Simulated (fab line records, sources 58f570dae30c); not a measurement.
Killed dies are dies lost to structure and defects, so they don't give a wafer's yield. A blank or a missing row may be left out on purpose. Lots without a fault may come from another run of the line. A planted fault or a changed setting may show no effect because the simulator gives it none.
Which tool did it? | flow berkeley_cmos170 | 14 lots, 42 wafers sampled, at 6 steps of a route of 331

WHAT THE GAUGES READ, wafer by wafer
UCB170_M1_OVL_MEAS_10. Usual: M1_OVL 1 nm, standard deviation 4.9.
lot  | measured     | on         | M1_OVL (nm) | flag
L401 | day 7 13:05  | overlay-01 | 1 2 6       |
L402 | day 7 13:19  | overlay-02 | -5 -1 -5    |
L404 | day 7 18:04  | overlay-02 | 0 -1 0      |
L405 | day 8 09:57  | overlay-01 | -3 -3 -3    |
L406 | day 8 10:11  | overlay-02 | -5 2 1      |
L410 | day 9 15:38  | overlay-02 | 3 2 4       |
L412 | day 9 23:59  | overlay-01 | 8 5 5       |
L414 | day 10 05:58 | overlay-02 | -2 -13 0    |
L416 | day 10 18:01 | overlay-02 | 2 -6 2      |
L417 | day 10 18:16 | overlay-01 | -2 -2 -2    |
L419 | day 11 09:09 | overlay-01 | 3 1 2       |
L420 | day 11 09:19 | overlay-02 | -4 -9 -4    |
L423 | day 11 18:08 | overlay-01 | -4 1 1      |
L422 | day 11 21:04 | overlay-02 | 6 11 9      |

UCB170_V1_CD_MEAS_90: target cd 700 nm. Usual: cd_nm 700.5 nm, standard deviation 1.3.
lot  | measured     | on        | cd_nm (nm)        | flag
L401 | day 7 19:29  | cd_sem-02 | 700.4 701.8 702.1 |
L402 | day 7 19:48  | cd_sem-02 | 701.1 699.5 701.3 |
L404 | day 8 02:28  | cd_sem-02 | 701.1 700.0 699.5 |
L405 | day 8 20:49  | cd_sem-02 | 701.2 701.7 701.3 |
L406 | day 8 21:05  | cd_sem-02 | 702.2 702.0 702.3 |
L410 | day 9 23:18  | cd_sem-02 | 700.4 700.3 700.3 |
L412 | day 10 09:05 | cd_sem-01 | 699.9 702.0 700.9 |
L414 | day 10 15:06 | cd_sem-02 | 701.2 701.3 707.8 |
L416 | day 11 02:05 | cd_sem-01 | 701.1 700.1 708.0 |
L417 | day 11 02:14 | cd_sem-01 | 700.9 700.9 701.1 |
L419 | day 11 16:53 | cd_sem-02 | 699.0 699.8 699.5 |
L420 | day 11 16:59 | cd_sem-02 | 702.5 703.5 702.1 |
L423 | day 12 02:20 | cd_sem-01 | 699.4 700.3 699.0 |
L422 | day 12 06:31 | cd_sem-02 | 701.2 700.9 700.2 |

WHICH TOOL RAN EACH LOT (tool, then ch and the chambers of the sampled wafers, then the start)
lot  | UCB170_CONTACT_ETCH_17             | UCB170_M1_STRIP_13                   | UCB170_V1_ETCH_14                  | UCB170_V1_STRIP_15
L401 | rie_diel-02 ch 0,1,3, day 7 10:46  | plasma_asher-04 ch 0,1, day 7 13:17  | rie_diel-03 ch 0,2, day 7 19:11    | plasma_asher-02 ch 0,1, day 7 19:22
L402 | rie_diel-04 ch 0,1,2, day 7 11:01  | plasma_asher-04 ch 0,1, day 7 13:32  | rie_diel-01 ch 1,3, day 7 19:31    | plasma_asher-03 ch 0,1, day 7 19:42
L404 | rie_diel-01 ch 0,1,2, day 7 16:11  | plasma_asher-01 ch 0,1, day 7 18:17  | rie_diel-04 ch 0,1,2, day 8 02:11  | plasma_asher-01 ch 0,1, day 8 02:22
L405 | rie_diel-04 ch 0,1,3, day 8 06:54  | plasma_asher-01 ch 0,1, day 8 10:11  | rie_diel-04 ch 0,1, day 8 20:31    | plasma_asher-01 ch 0,1, day 8 20:43
L406 | rie_diel-01 ch 0,2,3, day 8 07:11  | plasma_asher-03 ch 1, day 8 10:23    | rie_diel-01 ch 0,2,3, day 8 20:47  | plasma_asher-02 ch 0,1, day 8 20:58
L410 | rie_diel-04 ch 2,3, day 9 11:08    | plasma_asher-01 ch 0,1, day 9 15:52  | rie_diel-04 ch 0,2, day 9 22:54    | plasma_asher-01 ch 0,1, day 9 23:07
L412 | rie_diel-02 ch 1,3, day 9 21:54    | plasma_asher-01 ch 0,1, day 10 00:12 | rie_diel-04 ch 0,1, day 10 08:44   | plasma_asher-02 ch 0,1, day 10 08:55
L414 | rie_diel-01 ch 1,2,3, day 10 03:49 | plasma_asher-01 ch 0,1, day 10 06:11 | rie_diel-04 ch 0,2,3, day 10 14:49 | plasma_asher-01 ch 0,1, day 10 15:00
L416 | rie_diel-02 ch 0,1,2, day 10 15:47 | plasma_asher-04 ch 0,1, day 10 18:14 | rie_diel-04 ch 0,1,3, day 11 01:48 | plasma_asher-03 ch 0,1, day 11 01:59
L417 | rie_diel-01 ch 1,3, day 10 16:04   | plasma_asher-01 ch 0,1, day 10 18:28 | rie_diel-03 ch 2,3, day 11 01:58   | plasma_asher-02 ch 0,1, day 11 02:08
L419 | rie_diel-01 ch 0,1,3, day 11 06:46 | plasma_asher-04 ch 0,1, day 11 09:23 | rie_diel-03 ch 0,2,3, day 11 16:32 | plasma_asher-03 ch 0,1, day 11 16:45
L420 | rie_diel-02 ch 1,2, day 11 07:03   | plasma_asher-03 ch 0,1, day 11 09:32 | rie_diel-01 ch 1,2,3, day 11 16:43 | plasma_asher-03 ch 0,1, day 11 16:53
L423 | rie_diel-02 ch 0,2,3, day 11 15:59 | plasma_asher-01 ch 0,1, day 11 18:20 | rie_diel-03 ch 0,1,3, day 12 02:03 | plasma_asher-02 ch 0,1, day 12 02:13
L422 | rie_diel-02 ch 0,2,3, day 11 19:09 | plasma_asher-01 ch 0,1, day 11 21:17 | rie_diel-01 ch 0,1,3, day 12 06:15 | plasma_asher-01 ch 0,1, day 12 06:25
- UCB170_CONTACT_ETCH_17: etches BARC in N2/H2.
- UCB170_M1_STRIP_13: strips in O2.
- UCB170_V1_ETCH_14: etches SiO2 in CHF3/CF4/Ar, stops on Al, target depth 1250 nm, time 291 s.
- UCB170_V1_STRIP_15: strips in O2.

WHAT THE TOOLS THEMSELVES READ (means of the sampled wafers that have a number; where no wafer has one, the mark that the record gives instead)
UCB170_CONTACT_ETCH_17. Usual: drypump_motor_current_A 5.5 A, standard deviation 0.43; oes_product_au 0.994 a.u., standard deviation 0.017; rf_fwd_power_W 495.6 W, standard deviation 2.1; throttle_valve_pct 13.26 %, standard deviation 0.16.
lot  | tool        | drypump_motor_current_A (A) | oes_product_au (a.u.) | rf_fwd_power_W (W) | throttle_valve_pct (%) | flag
L401 | rie_diel-02 | 5.3                         | 0.996                 | 494.2              | 13.16                  |
L402 | rie_diel-04 | 5.7                         | 0.967                 | 495.9              | 13.41                  |
L404 | rie_diel-01 | 5.6                         | 0.998                 | 495.8              | 13.14                  |
L405 | rie_diel-04 | 5.2                         | 0.982                 | 494.8              | 13.40                  |
L406 | rie_diel-01 | 5.6                         | 1.006                 | 496.3              | 13.27                  |
L410 | rie_diel-04 | 6.1                         | 0.992                 | 497.9              | 13.43                  |
L412 | rie_diel-02 | 5.5                         | 0.996                 | 494.6              | 13.21                  |
L414 | rie_diel-01 | 5.4                         | 0.997                 | 495.1              | 13.23                  |
L416 | rie_diel-02 | 5.5                         | 1.005                 | 494.5              | 13.21                  |
L417 | rie_diel-01 | 5.4                         | 0.988                 | 496.1              | 13.19                  |
L419 | rie_diel-01 | 5.5                         | 0.994                 | 494.0              | 13.09                  |
L420 | rie_diel-02 | 5.8                         | 1.013                 | 494.8              | 13.30                  |
L423 | rie_diel-02 | 5.6                         | 1.013                 | 495.2              | 13.18                  |
L422 | rie_diel-02 | 5.5                         | 1.016                 | 493.3              | 13.18                  |

UCB170_M1_STRIP_13. Usual: drypump_motor_current_A 5.6 A, standard deviation 0.43; oes_product_au 0.720 a.u., standard deviation 0.0047.
lot  | tool            | drypump_motor_current_A (A) | oes_product_au (a.u.) | flag
L401 | plasma_asher-04 | 5.4                         | 0.718                 |
L402 | plasma_asher-04 | 5.4                         | 0.718                 |
L404 | plasma_asher-01 | 5.9                         | 0.722                 |
L405 | plasma_asher-01 | 5.8                         | 0.721                 |
L406 | plasma_asher-03 | 6.0                         | 0.720                 |
L410 | plasma_asher-01 | 5.5                         | 0.717                 |
L412 | plasma_asher-01 | 5.5                         | 0.721                 |
L414 | plasma_asher-01 | 5.5                         | 0.720                 |
L416 | plasma_asher-04 | 5.3                         | 0.718                 |
L417 | plasma_asher-01 | 5.5                         | 0.718                 |
L419 | plasma_asher-04 | 5.3                         | 0.721                 |
L420 | plasma_asher-03 | 5.8                         | 0.715                 |
L423 | plasma_asher-01 | 5.5                         | 0.723                 |
L422 | plasma_asher-01 | 5.5                         | 0.718                 |

UCB170_V1_ETCH_14. Usual: drypump_motor_current_A 5.5 A, standard deviation 0.44; oes_product_au 0.870 a.u., standard deviation 0.015; rf_fwd_power_W 698.3 W, standard deviation 2.4; throttle_valve_pct 6.97 %, standard deviation 0.12.
lot  | tool        | drypump_motor_current_A (A) | oes_product_au (a.u.) | rf_fwd_power_W (W) | throttle_valve_pct (%) | flag
L401 | rie_diel-03 | 5.4                         | 0.878                 | 696.2              | 7.02                   |
L402 | rie_diel-01 | 5.3                         | 0.857                 | 696.4              | 6.84                   |
L404 | rie_diel-04 | 5.7                         | 0.862                 | 698.6              | 7.05                   |
L405 | rie_diel-04 | 5.3                         | 0.852                 | 697.2              | 7.04                   |
L406 | rie_diel-01 | 5.6                         | 0.874                 | 698.3              | 6.90                   |
L410 | rie_diel-04 | 6.1                         | 0.873                 | 699.1              | 7.07                   |
L412 | rie_diel-04 | 5.3                         | 0.854                 | 698.6              | 7.05                   |
L414 | rie_diel-04 | 5.7                         | 0.867                 | 788.9              | 7.04                   | OFF
L416 | rie_diel-04 | 5.2                         | 0.856                 | 791.6              | 7.03                   | OFF
L417 | rie_diel-03 | 5.2                         | 0.883                 | 698.1              | 7.05                   |
L419 | rie_diel-03 | 5.3                         | 0.885                 | 698.5              | 7.00                   |
L420 | rie_diel-01 | 5.5                         | 0.869                 | 699.8              | 6.90                   |
L423 | rie_diel-03 | 5.6                         | 0.887                 | 700.2              | 6.95                   |
L422 | rie_diel-01 | 5.5                         | 0.868                 | 698.1              | 6.79                   |

UCB170_V1_STRIP_15. Usual: drypump_motor_current_A 5.8 A, standard deviation 0.38; oes_product_au 0.722 a.u., standard deviation 0.0044; strip_time_to_endpoint_s 15.32 s, standard deviation 0.089.
lot  | tool            | drypump_motor_current_A (A) | oes_product_au (a.u.) | strip_time_to_endpoint_s (s) | flag
L401 | plasma_asher-02 | 5.8                         | 0.723                 | 15.33                        |
L402 | plasma_asher-03 | 5.8                         | 0.725                 | 15.42                        |
L404 | plasma_asher-01 | 5.9                         | 0.725                 | 15.40                        |
L405 | plasma_asher-01 | 5.5                         | 0.725                 | 15.34                        |
L406 | plasma_asher-02 | 5.8                         | 0.719                 | 15.28                        |
L410 | plasma_asher-01 | 5.8                         | 0.721                 | 15.41                        |
L412 | plasma_asher-02 | 5.8                         | 0.721                 | 15.29                        |
L414 | plasma_asher-01 | 5.5                         | 0.721                 | 14.98                        | OFF
L416 | plasma_asher-03 | 5.9                         | 0.718                 | 14.87                        | OFF
L417 | plasma_asher-02 | 5.8                         | 0.724                 | 15.37                        |
L419 | plasma_asher-03 | 5.8                         | 0.722                 | 15.30                        |
L420 | plasma_asher-03 | 5.9                         | 0.717                 | 15.27                        |
L423 | plasma_asher-02 | 5.8                         | 0.721                 | 15.30                        |
L422 | plasma_asher-01 | 5.9                         | 0.725                 | 15.34                        |

THE ANSWER, worked out from the rows above alone
Rule: a lot is off if the mean of its wafers that have a number lies more than 3 standard deviations from the usual mean. A lot without any number at a reading at which 4 lots or more have one is off too. The other lots that the step has rows for count as sound. The gauges are gone through in route order, then the tools' own readings, and for those a lot's mean is taken as printed above. The first step at which some lot is off is used, and at that step the reading that is off furthest; a lot without a number counts as furthest.
Off: L414, L416, at UCB170_V1_ETCH_14 (rf_fwd_power_W).
A tool fits if, at that step or a process step before it, it ran every lot that is off, and no sound lot after the first of them. One fits: rie_diel-04 at UCB170_V1_ETCH_14. Its last sound lot is L412 (day 10 08:44), its first lot that is off L414 (day 10 14:49): a fault that began between those two fits.
The tool's own readings at UCB170_V1_ETCH_14 bear it out: on the lots that are off they differ by more than 5 times the standard deviation of the sound lots' means. rf_fwd_power_W reads 790.2 W there against 698.3 W on the sound lots.

WHAT THE SIMULATOR HAD PUT IN
Process parameter drift: rie_diel-04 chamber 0, from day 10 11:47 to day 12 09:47, at UCB170_V1_ETCH_14. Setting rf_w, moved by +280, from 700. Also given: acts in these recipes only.
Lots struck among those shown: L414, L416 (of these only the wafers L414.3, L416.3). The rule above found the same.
